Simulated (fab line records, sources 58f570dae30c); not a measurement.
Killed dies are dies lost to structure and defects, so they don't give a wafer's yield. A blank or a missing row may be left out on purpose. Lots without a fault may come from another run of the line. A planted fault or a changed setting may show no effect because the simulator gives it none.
Split-lot experiment | flow berkeley_cmos170 | 5 lots, 23 wafers read, on a route of 331 steps

THE SPLIT
At UCB170_SCREENOX_OXIDATION_01 (target thk 14.4 nm, ox time 2400 s), the setting temp_c was moved away from the recipe's 900 C on 15 of the 23 wafers read, by -2.9% to -1.9%. The other wafers ran this setting at the recipe's value.

The file shows no step between the split and the reading.

THE READING
SCREENOX_OXIDE_THK, in nm, at UCB170_SCREENOX_THK_MEAS_02. Fault-free wafers of this fab line usually give 14.14 nm, standard deviation 0.23 nm.

wafer  | tool, chamber at the split | temp_c as run, C | against the recipe | SCREENOX_OXIDE_THK, nm | against lot-mates on the recipe
L074.1 | -, -                       | 875.5            | -2.7%              | 11.12                  | no lot-mate on the recipe
L074.2 | -, -                       | 875.5            | -2.7%              | 11.10                  | no lot-mate on the recipe
L074.3 | -, -                       | 875.5            | -2.7%              | 10.98                  | no lot-mate on the recipe
L074.4 | -, -                       | 875.5            | -2.7%              | 10.88                  | no lot-mate on the recipe
L074.6 | -, -                       | 875.5            | -2.7%              | 10.98                  | no lot-mate on the recipe
L079.3 | furnace-02, 0              | 900              | recipe             | 14.04                  | -
L079.4 | furnace-02, 0              | 900              | recipe             | 14.34                  | -
L079.5 | furnace-02, 0              | 900              | recipe             | 14.03                  | -
L081.1 | -, -                       | 900              | recipe             | 13.99                  | -
L081.2 | -, -                       | 900              | recipe             | 14.00                  | -
L081.3 | -, -                       | 900              | recipe             | 13.68                  | -
L081.5 | -, -                       | 900              | recipe             | 13.83                  | -
L081.6 | -, -                       | 900              | recipe             | 14.03                  | -
L082.1 | -, -                       | 874.1            | -2.9%              | 10.26                  | no lot-mate on the recipe
L082.2 | -, -                       | 874.1            | -2.9%              | 10.25                  | no lot-mate on the recipe
L082.4 | -, -                       | 874.1            | -2.9%              | 10.49                  | no lot-mate on the recipe
L082.5 | -, -                       | 874.1            | -2.9%              | 10.65                  | no lot-mate on the recipe
L082.6 | -, -                       | 874.1            | -2.9%              | 10.25                  | no lot-mate on the recipe
L085.1 | -, -                       | 882.6            | -1.9%              | 11.84                  | no lot-mate on the recipe
L085.2 | -, -                       | 882.6            | -1.9%              | 11.57                  | no lot-mate on the recipe
L085.3 | -, -                       | 882.6            | -1.9%              | 11.32                  | no lot-mate on the recipe
L085.5 | -, -                       | 882.6            | -1.9%              | 11.62                  | no lot-mate on the recipe
L085.6 | -, -                       | 882.6            | -1.9%              | 11.54                  | no lot-mate on the recipe

THE FIT
A straight line over all 23 wafers: SCREENOX_OXIDE_THK changes by +1.19 nm for each +1% of temp_c; r = +0.99; the points scatter about the line by 0.23 nm.
Too few moved wafers have a lot-mate on the recipe to fit a line with each lot's own level taken away.

THE WHOLE CHAIN: every reading that the file lists as answering this split, in the file's order
step                         | what it does                       | reading                                                                               | change (the file's fit)              | r (the file's)
UCB170_SCREENOX_OXIDATION_01 | target thk 14.4 nm, ox time 2400 s | SiO2_of_SCREENOX_OXIDATION_01.thk_nm (the simulator's own value, which no gauge read) | +1.19 nm for each +1% of the setting | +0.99
UCB170_SCREENOX_THK_MEAS_02  |                                    | SCREENOX_OXIDE_THK                                                                    | +1.19 for each +1% of the setting    | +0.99

THE FILE'S OWN FIT
SCREENOX_OXIDE_THK changes by +1.19 nm for each +1% of temp_c, r = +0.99.
